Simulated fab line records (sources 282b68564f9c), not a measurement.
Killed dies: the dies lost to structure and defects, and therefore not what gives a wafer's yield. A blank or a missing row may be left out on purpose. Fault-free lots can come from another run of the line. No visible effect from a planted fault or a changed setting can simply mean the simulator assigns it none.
What tool caused it? || flow ritCmos || 13 lots, 39 wafers sampled, at 2 steps of a route of 202

WHAT THE GAUGES SHOWED, per wafer
RIT_GATE_THK_MEAS_09. Usual: GATE_POLY_THK 249.4 nm, standard deviation 2.6.
{"lot": "L582", "measured": "day 2 14:56", "on": "filmMetro-01", "GATE_POLY_THK (nm)": "247.4 246.1 246.7", "flag": ""}
{"lot": "L583", "measured": "day 2 22:16", "on": "filmMetro-02", "GATE_POLY_THK (nm)": "249.0 247.7 246.6", "flag": ""}
{"lot": "L584", "measured": "day 3 01:23", "on": "filmMetro-03", "GATE_POLY_THK (nm)": "248.4 247.7 248.8", "flag": ""}
{"lot": "L585", "measured": "day 3 04:04", "on": "filmMetro-01", "GATE_POLY_THK (nm)": "249.3 248.5 247.3", "flag": ""}
{"lot": "L586", "measured": "day 3 11:22", "on": "filmMetro-02", "GATE_POLY_THK (nm)": "248.8 250.1 251.0", "flag": ""}
{"lot": "L587", "measured": "day 3 16:45", "on": "filmMetro-01", "GATE_POLY_THK (nm)": "247.6 247.1 247.5", "flag": ""}
{"lot": "L588", "measured": "day 3 19:46", "on": "filmMetro-02", "GATE_POLY_THK (nm)": "250.3 248.2 248.7", "flag": ""}
{"lot": "L590", "measured": "day 4 07:38", "on": "filmMetro-01", "GATE_POLY_THK (nm)": "247.1 248.0 248.5", "flag": ""}
{"lot": "L592", "measured": "day 4 17:05", "on": "filmMetro-02", "GATE_POLY_THK (nm)": "374.9 371.9 372.9", "flag": "OFF"}
{"lot": "L602", "measured": "day 6 21:00", "on": "filmMetro-02", "GATE_POLY_THK (nm)": "248.3 250.5 249.5", "flag": ""}
{"lot": "L603", "measured": "day 6 22:38", "on": "filmMetro-01", "GATE_POLY_THK (nm)": "249.9 252.4 250.9", "flag": ""}
{"lot": "L604", "measured": "day 7 05:07", "on": "filmMetro-02", "GATE_POLY_THK (nm)": "247.8 248.1 250.7", "flag": ""}
{"lot": "L605", "measured": "day 7 08:23", "on": "filmMetro-02", "GATE_POLY_THK (nm)": "251.9 252.3 250.8", "flag": ""}

TOOL THAT RAN EACH LOT (tool first, then ch and the chambers of the sampled wafers, then the start)
{"lot": "L582", "RIT_GATE_CVD_08": "lpcvd-01 ch 1, day 2 13:19"}
{"lot": "L583", "RIT_GATE_CVD_08": "lpcvd-01 ch 1, day 2 20:38"}
{"lot": "L584", "RIT_GATE_CVD_08": "lpcvd-01 ch 0, day 2 23:45"}
{"lot": "L585", "RIT_GATE_CVD_08": "lpcvd-01 ch 1, day 3 02:27"}
{"lot": "L586", "RIT_GATE_CVD_08": "lpcvd-01 ch 0, day 3 09:44"}
{"lot": "L587", "RIT_GATE_CVD_08": "lpcvd-01 ch 1, day 3 15:08"}
{"lot": "L588", "RIT_GATE_CVD_08": "lpcvd-02 ch 0, day 3 18:07"}
{"lot": "L590", "RIT_GATE_CVD_08": "lpcvd-02 ch 1, day 4 06:01"}
{"lot": "L592", "RIT_GATE_CVD_08": "lpcvd-01 ch 0, day 4 15:28"}
{"lot": "L602", "RIT_GATE_CVD_08": "lpcvd-02 ch 1, day 6 19:23"}
{"lot": "L603", "RIT_GATE_CVD_08": "lpcvd-02 ch 0, day 6 21:00"}
{"lot": "L604", "RIT_GATE_CVD_08": "lpcvd-02 ch 1, day 7 03:28"}
{"lot": "L605", "RIT_GATE_CVD_08": "lpcvd-01 ch 1, day 7 06:46"}
- RIT_GATE_CVD_08: deposits poly-Si from SiH4, target thk 250 nm, time 2220 s.

WHAT THE TOOLS THEMSELVES READ (means of the sampled wafers that have a number; where no wafer has one, the mark that the record gives instead)
The record holds no such reading with a usual standard deviation.

THE ANSWER, worked out from the rows above alone
Rule: a lot is off if the mean of its wafers that have a number lies more than 3 standard deviations from the usual mean. Also off: a lot with no number at a reading for which 4 or more lots have one. All remaining lots with rows at the step are treated as sound. The gauges are gone through in route order, then the tools' own readings, and for those a lot's mean is taken as printed above. At the first step where some lot is off, the reading lying furthest off is the one used; lots without a number count as furthest.
Off: at RIT_GATE_THK_MEAS_09 (GATE_POLY_THK), L592.
A tool fits if, at a process step before that reading, it ran every lot that is off, and no sound lot after the first of them. The gauges at RIT_GATE_THK_MEAS_09 are tried like those tools. No candidate that was tried fits.

WHAT THE SIMULATOR PUT IN
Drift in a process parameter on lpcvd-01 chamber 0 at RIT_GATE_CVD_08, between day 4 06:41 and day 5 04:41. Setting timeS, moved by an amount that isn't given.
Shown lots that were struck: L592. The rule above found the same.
